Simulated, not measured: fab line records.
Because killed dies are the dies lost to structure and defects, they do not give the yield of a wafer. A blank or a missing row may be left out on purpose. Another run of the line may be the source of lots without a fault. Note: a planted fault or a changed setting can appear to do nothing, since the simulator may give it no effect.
2 desks looking at one fault ; flow berkeley_cmos170 ; what lay behind the numbers comes last; until then each desk has only its own

## THE TOOL OWNER'S DESK: implanter-01
For each lot that ran on this tool, the mean over its sampled wafers that have a number, from the tool's own readings at UCB170_NVT_IMPLANT_07. The brackets show how far a lot's mean lies from the usual mean; more than 4 standard deviations puts the lot out of limits, marked OUT.
Columns: A = beam_energy_keV at UCB170_NVT_IMPLANT_07, usual 49.997; B = dose_ions_cm2 at UCB170_NVT_IMPLANT_07, usual 3.0007e+12
lot;first seen here;A;B
L985;day 6 20:18;50.002;3.0018e+12
L984;day 6 20:33;50.008;2.9948e+12
L989;day 7 15:46;49.988;2.9993e+12
L988;day 7 16:07;49.995;3.0010e+12
L991;day 8 04:19;49.995;3.0015e+12
L996;day 8 11:54;49.999;3.0000e+12
L993;day 8 12:36;54.464 (+99 or more) OUT;3.0047e+12
L992;day 8 12:53;54.482 (+99 or more) OUT;3.0032e+12
This desk's finding: out of limits on L992, L993; first on L993, day 8 12:36 (beam_energy_keV at UCB170_NVT_IMPLANT_07). L985, L984, L989, L988, L991, L996: within limits.

## FROM THE METROLOGY DESK
What the gauges read, lot by lot, whatever tool the lot ran on: means of the sampled wafers that have a number. The brackets show how far a lot's mean lies from the usual mean; more than 4 standard deviations puts the lot out of limits, marked OUT.
Columns: A = PWELL_OXIDE_THK at UCB170_PWELL_THK_MEAS_03, usual 26.6 nm; B = NVT_TW at UCB170_NVT_TW_MEAS_09, usual 519.0; C = cd_nm at UCB170_GATE_CD_MEAS_90, usual 350.0 nm
lot;first seen here;A;B;C
L984;day 3 05:50;26.5;518.4;349.2
L985;day 3 05:50;26.8;517.5;351.0
L986;day 3 15:26;25.8;522.5;351.3
L989;day 4 01:35;27.5;517.0;353.5
L987;day 4 01:36;27.3;516.8;351.5
L988;day 4 01:37;27.8;516.6;350.3
L991;day 4 15:53;27.3;519.4;351.5
L994;day 4 21:17;26.7;521.6;351.6
L992;day 4 21:17;26.5;531.0 (+4.6) OUT;350.8
L993;day 4 21:17;26.8;527.5;350.1
L996;day 5 07:44;26.4;522.7;348.4
L997;day 5 18:59;26.0;517.4;346.7
L101;day 6 18:41;26.3;523.6;350.1
L104;day 6 23:53;27.3;520.8;349.1
Per this desk, out of limits: L992; the first was L992, day 8 13:08 (NVT_TW at UCB170_NVT_TW_MEAS_09). L984, L985, L986, L989, L987, L988, L991, L994, L993, L996, L997, L101, L104: within limits.

## BROUGHT TOGETHER
On L992, L993, at day 8 12:36, an alarm was possible from the tool owner's desk.
At day 8 13:08 the metrology desk could have sounded an alarm, on L992.
The metrology desk holds a record of L993, inside its limits.
The lots listed all ran UCB170_NVT_IMPLANT_07 on implanter-01.

## WHAT THE SIMULATOR PUT IN
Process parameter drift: implanter-01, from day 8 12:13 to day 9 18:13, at UCB170_NVT_IMPLANT_07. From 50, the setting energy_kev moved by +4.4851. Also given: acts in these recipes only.
Lots struck among those shown: L992, L993.
Delay (hours) between the fault's onset and each desk's first out-of-limits reading: 0 at the tool owner's desk, 1 at the metrology desk.
